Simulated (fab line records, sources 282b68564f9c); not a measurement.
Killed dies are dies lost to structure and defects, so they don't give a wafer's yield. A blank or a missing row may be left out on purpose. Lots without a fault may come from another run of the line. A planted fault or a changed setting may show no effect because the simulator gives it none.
Split-lot experiment | flow rit_cmos | 5 lots, 23 wafers read, on a route of 202 steps

THE SPLIT
At RIT_GATE_DEVELOP_15 (develop time 50 s), the setting develop_time_s was moved away from the recipe's 50 s on 8 of the 23 wafers read, by -9.8% to +11.9%. The other wafers ran this setting at the recipe's value.

FROM THE SPLIT TO THE READING: what the file shows between them, 9 steps
- RIT_REOX_OXIDATION_03: target thk 25.2 nm, ox time 5580 s (also split here: temp_c)
- RIT_REOX_THK_MEAS_04
- RIT_PLDD_COAT_01: resist thk 1000 nm (also split here: spin_rpm)
- RIT_SPACER_CLEAN_00: cleans in SC1, time 600 s (also split here: time_s)
- RIT_PSD_IMPLANT_08 (also split here: energy_kev)
- RIT_PSD_STRIP_09: strips in O2, time 180 s
- RIT_SDANNEAL_CLEAN_02: cleans in SC2, time 600 s
- RIT_SDANNEAL_RTA_03: time 5.234 s
- RIT_SDANNEAL_RS_MEAS_04: measures by four-point-probe

THE READING
etest.nmos_0p15.r_on_ohm_um (the simulator's own value, which no gauge read), at RIT_M1_PROBE_99. The file gives no usual value for it. The 15 wafers here that ran the recipe average 1206.6, standard deviation 1.7e+02.

wafer  | tool, chamber at the split | develop_time_s as run, s | against the recipe | etest.nmos_0p15.r_on_ohm_um | against lot-mates on the recipe
L076.1 | litho_track-02, 0          | 50                       | recipe             | 1162                        | -
L076.2 | litho_track-02, 0          | 50                       | recipe             | 1155                        | -
L076.3 | litho_track-02, 0          | 55.94                    | +11.9%             | 1072                        | -98.3
L076.4 | litho_track-02, 0          | 50                       | recipe             | 1194                        | -
L076.5 | litho_track-02, 0          | 55.94                    | +11.9%             | 1076                        | -94.3
L078.1 | litho_track-03, 0          | 50                       | recipe             | 1497                        | -
L078.2 | litho_track-03, 0          | 45.08                    | -9.8%              | 1637                        | +137.0
L078.4 | litho_track-03, 0          | 50                       | recipe             | 1503                        | -
L078.5 | litho_track-03, 0          | 45.08                    | -9.8%              | 1597                        | +97.0
L078.6 | litho_track-03, 0          | 45.08                    | -9.8%              | 1574                        | +74.0
L080.1 | litho_track-02, 0          | 53.42                    | +6.8%              | 1312                        | -122.0
L080.2 | litho_track-02, 0          | 50                       | recipe             | 1459                        | -
L080.3 | litho_track-02, 0          | 53.42                    | +6.8%              | 1345                        | -89.0
L080.4 | litho_track-02, 0          | 53.42                    | +6.8%              | 1340                        | -94.0
L080.6 | litho_track-02, 0          | 50                       | recipe             | 1409                        | -
L081.2 | litho_track-04, 0          | 50                       | recipe             | 1152                        | -
L081.3 | litho_track-04, 0          | 50                       | recipe             | 1221                        | -
L081.6 | litho_track-04, 0          | 50                       | recipe             | 1183                        | -
L083.1 | litho_track-03, 0          | 50                       | recipe             | 1042                        | -
L083.2 | litho_track-03, 0          | 50                       | recipe             | 1056                        | -
L083.3 | litho_track-03, 0          | 50                       | recipe             | 993.6                       | -
L083.4 | litho_track-03, 0          | 50                       | recipe             | 1010                        | -
L083.6 | litho_track-03, 0          | 50                       | recipe             | 1062                        | -

THE FIT
A straight line over all 23 wafers: etest.nmos_0p15.r_on_ohm_um changes by -18.6 for each +1% of develop_time_s; r = -0.51; the points scatter about the line by 1.8e+02.
The same after taking each lot's own level away (the mean of its wafers on the recipe; 23 wafers): -10.4 for each +1%; r = -0.91; scatter 27.
On that fit, the largest move of develop_time_s shifts the reading by 1.2e+02.
The lots' own levels span 1032.72 to 1500.00, that is 2.7 times the standard deviation above.
So the lot-to-lot level blurs the effect unless lot-mates are compared.
Check: with one of the wafers moved furthest among these (+11.9%) left out of the fit, the line predicts -132 for it against its lot-mates. It came out at -98.3 against them.

OTHER SPLITS ON THESE WAFERS
These wafers also went through other splits before the reading. Each is held against what the fit with the lots' levels taken away leaves over:
other split on the same wafers       | wafers away from the commonest value | r with etest.nmos_0p15.r_on_ohm_um (lot level and that fit taken away)
RIT_ACTIVE_CVD_03 time_s             | 10                                   | +0.12
RIT_ACTIVE_DEVELOP_10 develop_time_s | 9                                    | -0.26
RIT_ACTIVE_ETCH_13 pressure_mtorr    | 15                                   | -0.31
RIT_PWELL_COAT_01 spin_rpm           | 11                                   | +0.02
RIT_PWELL_DEVELOP_05 develop_time_s  | 8                                    | -0.18
RIT_PRETRO_COAT_01 spin_rpm          | 11                                   | -0.05
RIT_GATE_SOFTBAKE_12 temp_c          | 9                                    | -0.18
RIT_REOX_OXIDATION_03 temp_c         | 18                                   | -0.12
RIT_PLDD_COAT_01 spin_rpm            | 8                                    | -0.05
RIT_SPACER_CLEAN_00 time_s           | 10                                   | +0.21
RIT_PSD_IMPLANT_08 energy_kev        | 6                                    | +0.06

THE WHOLE CHAIN: every reading that the file lists as answering this split, in the file's order
step            | what it does | reading                                                                      | change (the file's fit)           | r (the file's)
RIT_M1_PROBE_99 |              | etest.pmos_0p3.r_on_ohm_um (the simulator's own value, which no gauge read)  | -33.5 for each +1% of the setting | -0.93
RIT_M1_PROBE_99 |              | etest.pmos_0p15.r_on_ohm_um (the simulator's own value, which no gauge read) | -37.4 for each +1% of the setting | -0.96
RIT_M1_PROBE_99 |              | etest.nmos_0p3.r_on_ohm_um (the simulator's own value, which no gauge read)  | -11 for each +1% of the setting   | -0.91
RIT_M1_PROBE_99 |              | etest.nmos_0p15.r_on_ohm_um (the simulator's own value, which no gauge read) | -10 for each +1% of the setting   | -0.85

THE FILE'S OWN FIT
etest.nmos_0p15.r_on_ohm_um changes by -10 for each +1% of develop_time_s, r = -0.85.
